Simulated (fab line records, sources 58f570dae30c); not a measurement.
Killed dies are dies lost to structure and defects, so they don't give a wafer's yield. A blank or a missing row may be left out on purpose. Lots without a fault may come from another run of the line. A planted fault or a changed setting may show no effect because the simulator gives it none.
Tool commonality check | flow berkeley_cmos170 | 14 lots, 42 wafers sampled

WHY IT WAS OPENED
At UCB170_GATE_CD_MEAS_12 the reading cd_nm is flagged on 2 of 14 lots. Wafers without a fault read 349.9 nm, standard deviation 1.4.
Rule: a lot is flagged when every wafer of it that has a number lies more than 4 standard deviations from that mean, or none has a number. The other lots count as sound.

lot  | measured     | on        | cd_nm (nm), wafer by wafer | flag
L444 | day 7 09:53  | cd_sem-02 | 350.6 350.0 351.5          |
L447 | day 8 03:38  | cd_sem-01 | 350.5 350.7 350.1          |
L448 | day 8 03:48  | cd_sem-02 | 350.3 350.6 351.0          |
L450 | day 8 13:19  | cd_sem-01 | 352.4 351.4 350.1          |
L454 | day 8 17:42  | cd_sem-02 | 349.5 348.7 350.0          |
L455 | day 8 17:58  | cd_sem-01 | 347.6 349.8 348.6          |
L453 | day 8 18:04  | cd_sem-02 | 346.2 347.2 347.1          |
L451 | day 8 18:10  | cd_sem-02 | 347.2 347.5 347.4          |
L452 | day 8 18:17  | cd_sem-02 | 348.4 349.5 349.1          |
L456 | day 10 01:15 | cd_sem-01 | 350.3 350.7 349.4          |
L457 | day 10 01:25 | cd_sem-02 | 353.3 352.8 351.7          |
L460 | day 10 15:10 | cd_sem-01 | 301.3 303.8 303.1          | FLAGGED
L462 | day 11 05:45 | cd_sem-01 | 310.7 310.2 308.7          | FLAGGED
L464 | day 11 08:44 | cd_sem-02 | 349.3 350.6 350.1          |
The numbers of the flagged lots are 306.3 nm on average: -43.6 nm against the usual, or -31 standard deviations.

WHICH TOOL RAN EACH LOT
The record holds 1 process step before the reading, out of a route of 331 steps. In each cell: the tool, then ch and the chambers that the sampled wafers went through, then the start.
lot  | flag    | UCB170_GATE_COAT_07
L444 |         | litho_track-01 ch 0, day 7 08:00
L447 |         | litho_track-04 ch 0, day 8 02:00
L448 |         | litho_track-01 ch 0, day 8 02:00
L450 |         | litho_track-01 ch 0, day 8 12:00
L454 |         | litho_track-04 ch 0, day 8 16:00
L455 |         | litho_track-01 ch 0, day 8 16:00
L453 |         | litho_track-02 ch 0, day 8 16:00
L451 |         | litho_track-02 ch 0, day 8 17:00
L452 |         | litho_track-04 ch 0, day 8 17:00
L456 |         | litho_track-01 ch 0, day 10 00:00
L457 |         | litho_track-02 ch 0, day 10 00:00
L460 | FLAGGED | litho_track-01 ch 0, day 10 14:00
L462 | FLAGGED | litho_track-01 ch 0, day 11 04:00
L464 |         | litho_track-02 ch 0, day 11 08:00
What these steps do:
- UCB170_GATE_COAT_07: resist thk 900 nm.
- UCB170_GATE_CD_MEAS_12: target cd 350 nm.

FLAGGED OVER TOTAL, TOOL BY TOOL (the gauges that took the reading come last)
step                   | tool           | lots run | flagged | share of the flagged lots | sound lots run after its first flagged lot
UCB170_GATE_COAT_07    | litho_track-01 | 7        | 2       | all                       | 0
UCB170_GATE_COAT_07    | litho_track-02 | 4        | 0       | none                      | -
UCB170_GATE_COAT_07    | litho_track-04 | 3        | 0       | none                      | -
UCB170_GATE_CD_MEAS_12 | cd_sem-01      | 6        | 2       | all                       | 0
UCB170_GATE_CD_MEAS_12 | cd_sem-02      | 8        | 0       | none                      | -

WHAT THE TABLE ALLOWS
2 rows of the table ran every flagged lot: litho_track-01 at UCB170_GATE_COAT_07, cd_sem-01 at UCB170_GATE_CD_MEAS_12.
- litho_track-01 at UCB170_GATE_COAT_07: 2 of its 7 lots flagged. Its last sound lot is L456 (day 10 00:00), its first flagged lot L460 (day 10 14:00): a fault that began between those two fits.
- cd_sem-01 at UCB170_GATE_CD_MEAS_12: 2 of its 6 lots flagged. Its last sound lot is L456 (day 10 01:15), its first flagged lot L460 (day 10 15:10): a fault that began between those two fits.
Counting lots can't tell these 2 tools apart, because each fits a fault that began at some hour. More lots, or a look at what each step does to the wafer, might.

WHAT THE SIMULATOR HAD PUT IN
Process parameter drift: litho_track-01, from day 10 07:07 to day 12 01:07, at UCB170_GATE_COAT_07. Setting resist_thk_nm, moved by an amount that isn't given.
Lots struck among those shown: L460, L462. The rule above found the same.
